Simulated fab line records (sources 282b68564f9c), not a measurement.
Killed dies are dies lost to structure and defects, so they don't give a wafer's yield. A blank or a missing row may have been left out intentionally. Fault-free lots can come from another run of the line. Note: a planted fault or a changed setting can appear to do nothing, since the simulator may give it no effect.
fab line records | flow ritCmos
[record] lots = 14 wafers = 42 lastDay = 7
route steps=202 shown NLDD@104
lots with no fault: from the same line, run without faults
startH: the number of hours between the record's first day and the start of the first shown wafer of the lot | waitH: how many hours have passed since the lot's step before this one | " as in the row above | L1.1+2: a row that stands for several wafers | - no value present, or no start provided | * or withheld: withheld | < > ~ a bound
route shown NAME@n: NAME is a module with steps in the file, n the number in the route of the first one | usual: mean/standard deviation taken from wafers without a fault | same: alike in all rows | chamber/n: place in a boat | sites: the reading at each site | _std_site: standard deviation of those values | _edge_site: mean of outer sites minus mean of inner sites | radiusMm: how far each site lies from the wafer's centre | mask NAME#n: copy n | behind: the tool/chamber that last shaped the wafer | hold: what put the lot on hold/how long, in hours/how the hold closed | device: the transistor (n, p or np) that didn't switch | end of line: the tests these same wafers got at the end of their route | a step with no rows: only its recipe | killed: at the first sort, the dies lost to defects and structure; wafer yield is something else | map: a wafer's dies, x killed, . not, _ none there
set.NAME: the setting that was run; set.NAME@STEP: the one run at that earlier step | model.NAME: the simulator's own value behind a step, which no gauge read
route steps across a sampled set of lots; one table per step, one row per wafer
[[steps]]
[step RIT_NLDD_COAT_01]
[recipe] resist = NOVOLAK spinRpm = 3250 resistThkNm = 1000
[usual] spinSpeedRpm = 3250.2/2.1
// columns lot.wafer tool chamber startH waitH spinSpeedRpm
L846.1 lithoTrack-01 0 40.62 0.1 3252.2
L846.2 " 0 " " 3250.6
L846.5 " 0 " " 3251.9
L847.1 lithoTrack-04 0 46.33 0.1 3254.3
L847.3 " 0 " " 3248.8
L847.6 " 0 " " 3249.1
L850.1 lithoTrack-02 0 60.18 0.1 3254.9
L850.3 " 0 " " 3250.5
L850.4 " 0 " " 3251.6
L852.2 lithoTrack-04 0 70.82 0.1 3249.8
L852.4 " 0 " " 3249.9
L852.5 " 0 " " 3251.3
L853.1 lithoTrack-02 0 75.39 0.1 3253.5
L853.2 " 0 " " 3249.3
L853.3 " 0 " " 3249.1
L854.1 lithoTrack-04 0 81.32 0.1 3248.6
L854.2 " 0 " " 3250.9
L854.3 " 0 " " 3252.2
L855.3 lithoTrack-01 0 85.44 0.1 3248.8
L855.4 " 0 " " 3250.0
L855.5 " 0 " " 3250.6
L856.1 lithoTrack-01 0 90.48 0.1 3250.3
L856.4 " 0 " " 3250.0
L856.5 " 0 " " 3251.7
L857.2 lithoTrack-02 0 94.88 0.1 3248.3
L857.3 " 0 " " 3249.9
L857.4 " 0 " " 3250.3
L858.4 lithoTrack-01 0 102.00 0.1 3247.2
L858.5 " 0 " " 3248.1
L858.6 " 0 " " 3249.5
L862.2 lithoTrack-04 0 120.31 0.1 3252.6
L862.3 " 0 " " 3247.5
L862.4 " 0 " " 3246.1
L864.3 lithoTrack-01 0 131.13 0.1 3164.0
L864.5 " 0 " " 3162.9
L864.6 " 0 " " 3164.6
L866.1 lithoTrack-01 0 141.10 0.1 3157.6
L866.4 " 0 " " 3162.8
L866.5 " 0 " " 3162.0
L868.1 lithoTrack-04 0 152.53 0.1 3249.3
L868.4 " 0 " " 3250.9
L868.6 " 0 " " 3247.7
[[key]]
[firstSign] step = RIT_NLDD_COAT_01 reading = spinSpeedRpm direction = down sigmas = 42 usual = 3250.2 struck = 3162.3
effect none on later readings
metAt RIT_NLDD_COAT_01
struckLots L864,L866
testerLeftOut L864,L866
onsetBetween 102.00 131.13
[fault] kind = processParameterDrift tool = lithoTrack-01 chamber = - onsetH = 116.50 steps = RIT_NLDD_COAT_01 channel = spinRpm offset = -88.54 shape = step endH = 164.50 actsIn = theseRecipesOnly stated = 3250
// testerLeftOut: of these lots the tester's yield and bins aren't shown, on N5 and GAA mostly nor the transistor test; their killed dies are dies lost to structure and defects alone, not to doping, threshold or leakage, so they don't give the yield
